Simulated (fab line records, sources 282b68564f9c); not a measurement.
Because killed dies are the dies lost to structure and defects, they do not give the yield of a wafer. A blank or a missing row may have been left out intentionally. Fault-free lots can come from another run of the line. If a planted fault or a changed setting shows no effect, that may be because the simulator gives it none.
A struck lot beside a sound one -- flow rit-cmos -- 17 steps out of a route of 202
Sound: the wafers L271.2, L271.3, L271.6. The struck wafers were L282.1, L282.5, L282.6. At the end, the cause is stated.
Per side, at each step with rows, come the tool, then ch with its chambers, and then its first start. Under that, the readings that differ: sound wafers -- struck wafers -- difference of the means -- sigmas: that difference in standard deviations of wafers without a fault.
alike: readings with means less than 2 such deviations apart, plus words and numbers identical on both sides. not compared: withheld readings, readings lacking a value on some wafer, bounds such as >300 that could conceal the same value, and numbers that have no deviation in the record and whose values overlap.
The two part at a step that has a row with sigmas, a row that says differs or no value, or rows on one side only. Numbers that don't overlap but have no deviation are shown without sigmas and don't part them. A reading missing from all wafers of one side parts the sides only when that side holds two or more wafers.

first, 1 step without rows for these wafers: RIT_PLDD_IMPLANT_08.
RIT_PLDD_STRIP_09: strips in O2, time 180 s.
  sound on plasma-asher-01 ch 0,1, day 5 07:24; struck on plasma-asher-01 ch 0,1, day 7 11:26
  alike: drypump-motor-current-A, rf-refl-power-W
  not compared: rf-hours-counter-h
RIT_PLDD_TW_MEAS_10:
  sound: film-metro-03 at day 5 07:35; struck: film-metro-02 at day 7 11:37
  alike: PLDD_TW
then, 4 steps without rows for these wafers: RIT_SPACER_CLEAN_00 (cleans in SC1, time 600 s); RIT_SPACER_CLEAN_01 (cleans in dHF, time 30 s); RIT_SPACER_CLEAN_02 (cleans in SC2, time 600 s); RIT_SPACER_CVD_03 (deposits Si3N4 from SiH2Cl2/NH3, target thk 250 nm, time 3300 s).
RIT_SPACER_THK_MEAS_04:
  sound: film-metro-04 at day 5 09:56; struck: film-metro-01 at day 7 13:58
  alike: SPACER_NITRIDE_THK
RIT_SPACER_ETCHBACK_05: etches Si3N4 in SF6/CHF3, stops on SiO2, target depth 250 nm, time 240 s.
  sound on rie-diel-02 ch 1,2, day 5 09:59; struck on rie-diel-02 ch 0,1, day 7 14:01
  alike: drypump-motor-current-A, oes-product-au, throttle-valve-pct
  not compared: rf-hours-counter-h
then, 3 steps without rows for these wafers: RIT_NSD_HMDS_00 (prime time 60 s); RIT_NSD_COAT_01 (resist thk 1000 nm); RIT_NSD_SOFTBAKE_02 (time 60 s).
RIT_NSD_EXPOSE_03: exposes mask M9, target cd 40700 nm.
  sound on iline-stepper-02 ch 0, day 5 10:44; struck on iline-stepper-01 ch 0, day 7 14:37
reading,sound,struck,difference,sigmas
model.NSD.overlay-x-nm (nm),0.4725 0.4725 0.4725,6705 6705 6705,+6705,
  alike: mask
then, 2 steps without rows for these wafers: RIT_NSD_PEB_04; RIT_NSD_DEVELOP_05 (develop time 50 s).
RIT_NSD_OVL_MEAS_06:
  sound: overlay-02 at day 5 11:11; struck: overlay-01 at day 7 15:13
reading,sound,struck,difference,sigmas
NSD_OVL (nm),0.6 0.8 1.1,- - -,no value on the struck wafers,
  not compared: hold
RIT_M1_PROBE_99:
  sound wafers here have rows in the record (prober-02, day 5 21:34); struck ones have none

WHERE THEY PART
Earliest at RIT_NSD_OVL_MEAS_06; latest, in this record, at RIT_M1_PROBE_99.

WHY: what had been put in by the simulator
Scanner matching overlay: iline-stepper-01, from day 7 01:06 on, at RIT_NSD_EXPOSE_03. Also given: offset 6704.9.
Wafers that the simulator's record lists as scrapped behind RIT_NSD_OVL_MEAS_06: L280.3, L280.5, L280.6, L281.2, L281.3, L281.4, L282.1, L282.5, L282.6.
